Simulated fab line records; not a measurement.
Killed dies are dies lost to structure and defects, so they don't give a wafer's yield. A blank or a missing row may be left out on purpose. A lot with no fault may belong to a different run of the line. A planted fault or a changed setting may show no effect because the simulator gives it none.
8D (eight disciplines) problem report, filled in by code / flow rit-cmos / the parts of the form that need people (team, actions taken, sign-off) are left out

== 1. WHAT IS WRONG ==
At RIT_GATE_CD_MEAS_16, cd-nm averages 193.1 nm over 9 wafers from 3 lots, while fault-free wafers read 150.9 nm, standard deviation 2.5. That puts it +17 standard deviations away from the usual mean.
The step: target cd 150 nm.
The first sign was on wafer L369.1 at day 6 17:11, on cd-sem-01. Wafers with a number at this step in the record: 45, from 15 lots. Rule for "out", or "out of limits": more than 4 standard deviations from the usual mean. Any other wafer with a number is counted as sound.

== 2. WHAT IT IS; WHAT IT IS NOT ==
question=which readings at this step; is=cd-nm; is not=-
question=which lots; is=L369, L370, L371; is not=L350, L352, L353, L354, L357, L358, L361, L362, L363, L364, L365, L366
question=which wafers of those lots; is=all that have a number; is not=-
question=read on which gauges; is=cd-sem-01; is not=cd-sem-02
question=when; is=from day 6 17:11; is not=up to then (36 sound wafers)

== 3. THE SUSPECTS, EACH WITH WHAT RULES IT OUT ==
Counting: a tool stays on the suspect list if, at a process step up to the reading, it processed all lots that are out and no sound lot following the first of them.
- the gauge at RIT_GATE_CD_MEAS_16: ruled out. All the wafers that are out were read on cd-sem-01, but those of them that RIT_GATE_EXPOSE_13 has rows for are out there too, on other tools.
- iline-stepper-02 at RIT_GATE_EXPOSE_13 (exposes mask M6, target cd 150 nm): kept. All lots that are out passed through it, beginning with L369 at day 6 16:47, and no sound lot followed; its final sound lot before that point was L366 at day 6 00:43. Its own exposure-dose-mJ-cm2 readings are out on those wafers.
After counting, what remains is iline-stepper-02 at RIT_GATE_EXPOSE_13.

== 4. THE CAUSE (what the simulator had put in) ==
Drift in process parameters on iline-stepper-02 at RIT_GATE_EXPOSE_13, starting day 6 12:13. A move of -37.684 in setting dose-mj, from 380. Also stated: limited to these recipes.
The count eliminated every tool but this one.

== 5. THE EFFECT CHAIN, in route order ==
One row per reading whose mean, taken over the struck wafers that have a number, lies over 3 standard deviations from the usual. Only readings for which the record gives a usual standard deviation are gone through. hours: the time from each lot's start at the first step in this table that gives one to its start at this step, as a median over the lots. sigmas: the change in usual standard deviations.
hours=0; step=RIT_GATE_EXPOSE_13; reading=exposure-dose-mJ-cm2; usual=380.0; on struck wafers=349.6; change=-30.4; sigmas=-72
hours=0; step=RIT_GATE_CD_MEAS_16; reading=cd-nm; usual=150.9 nm; on struck wafers=193.1; change=+42.2; sigmas=+17
Its process steps:
- RIT_GATE_EXPOSE_13: exposes mask M6, target cd 150 nm.

== 6. HOW IT WOULD HAVE BEEN CAUGHT EARLIER ==
The first out-of-limits reading at a measuring or inspecting step in this record came at day 6 17:11, 5 hours after the fault's start at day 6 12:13.
Tool's own readings at RIT_GATE_EXPOSE_13, exposure-dose-mJ-cm2: out on all struck wafers the step has rows for; an alarm limit on them would have tripped on the first.
Lots out: 3; of these, L370, L371 started RIT_GATE_EXPOSE_13 on iline-stepper-02 after day 6 17:11. A hold on the tool at that time would have spared those 2.
